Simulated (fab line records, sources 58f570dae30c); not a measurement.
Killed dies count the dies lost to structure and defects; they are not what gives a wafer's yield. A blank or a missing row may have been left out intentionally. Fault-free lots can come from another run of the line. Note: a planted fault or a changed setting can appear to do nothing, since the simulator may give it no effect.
8D (eight disciplines) problem report, filled in by code :: flow berkeleyCmos170 :: the parts of the form that need people (team, actions taken, sign-off) are left out

1. WHAT WENT WRONG
Mean WELLDRIVE_OXIDE_THK at UCB170_WELLDRIVE_THK_MEAS_02: 225 nm over 6 wafers in 2 lots; fault-free wafers: 198 nm, standard deviation 3. That is +8.9 standard deviations from the usual mean.
The first sign was on wafer L200.2 at day 7 15:14, on filmMetro-01. Wafers with a number at this step in the record: 42, from 14 lots. Rule for "out" (also "out of limits"): further than 4 standard deviations from the usual mean. Any other wafer with a number is counted as sound.

2. WHAT IT IS; WHAT IT IS NOT
question: which readings at this step
is: WELLDRIVE_OXIDE_THK
is not: -

question: which lots
is: L199, L200
is not: L182, L183, L185, L187, L188, L190, L191, L192, L194, L195, L196, L205

question: which wafers of those lots
is: all that have a number
is not: -

question: read on which gauges
is: filmMetro-01, filmMetro-02
is not: filmMetro-04

question: when
is: from day 7 15:14
is not: up to then (33 sound wafers); but 3 sound wafers of L205 came after

3. WHAT RULES OUT EACH SUSPECT
Counting: a tool at any process step up to the reading remains a suspect when it ran all the lots that are out and ran no sound lot after the first of those.
- ruled out: the gauge at UCB170_WELLDRIVE_THK_MEAS_02. 2 gauges (filmMetro-01, filmMetro-02) read the wafers that are out.
- furnace-02 at UCB170_WELLDRIVE_OXIDATION_01 (target thk 199 nm, ox time 9000 s): kept. Every lot that is out went through it, starting with L199 (day 7 11:43), and after that it ran no sound lot; the last sound lot it ran before then is L192 (day 5 22:22).
Left after counting: furnace-02 at UCB170_WELLDRIVE_OXIDATION_01.

4. THE CAUSE (what the simulator had put in)
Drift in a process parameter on furnace-02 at UCB170_WELLDRIVE_OXIDATION_01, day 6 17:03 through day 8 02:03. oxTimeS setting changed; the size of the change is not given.
After counting, this tool was the only one left.

5. THE EFFECT CHAIN, in route order
Rows list readings where the struck wafers' mean (over those with a number) sits beyond 3 standard deviations from the usual. Only readings for which the record gives a usual standard deviation are gone through. hours: the time from each lot's start at the first step in this table that gives one to its start at this step, as a median over the lots. sigmas: the change in usual standard deviations.
hours: 0
step: UCB170_WELLDRIVE_THK_MEAS_02
reading: WELLDRIVE_OXIDE_THK
usual: 198 nm
on struck wafers: 225
change: +27
sigmas: +8.9
Later steps that measure or inspect, where all struck wafers having a row at the step show a number for every such reading and not one has moved that far: UCB170_SCREENOX_THK_MEAS_02, UCB170_FIELD_THK_MEAS_91.

6. WHAT WOULD HAVE CAUGHT IT SOONER
In this record the first reading out of limits at a measuring or inspecting step was taken at day 7 15:14, 22 hours after the fault began at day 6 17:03.
Tool readings at UCB170_WELLDRIVE_OXIDATION_01 with a usual standard deviation given in the record: none out on any struck wafer, hence no alarm at a limit of 4 standard deviations on them.
By day 7 15:14, every lot that is out (2) had started UCB170_WELLDRIVE_OXIDATION_01 on furnace-02. A hold on the tool at that time would have spared none of them.
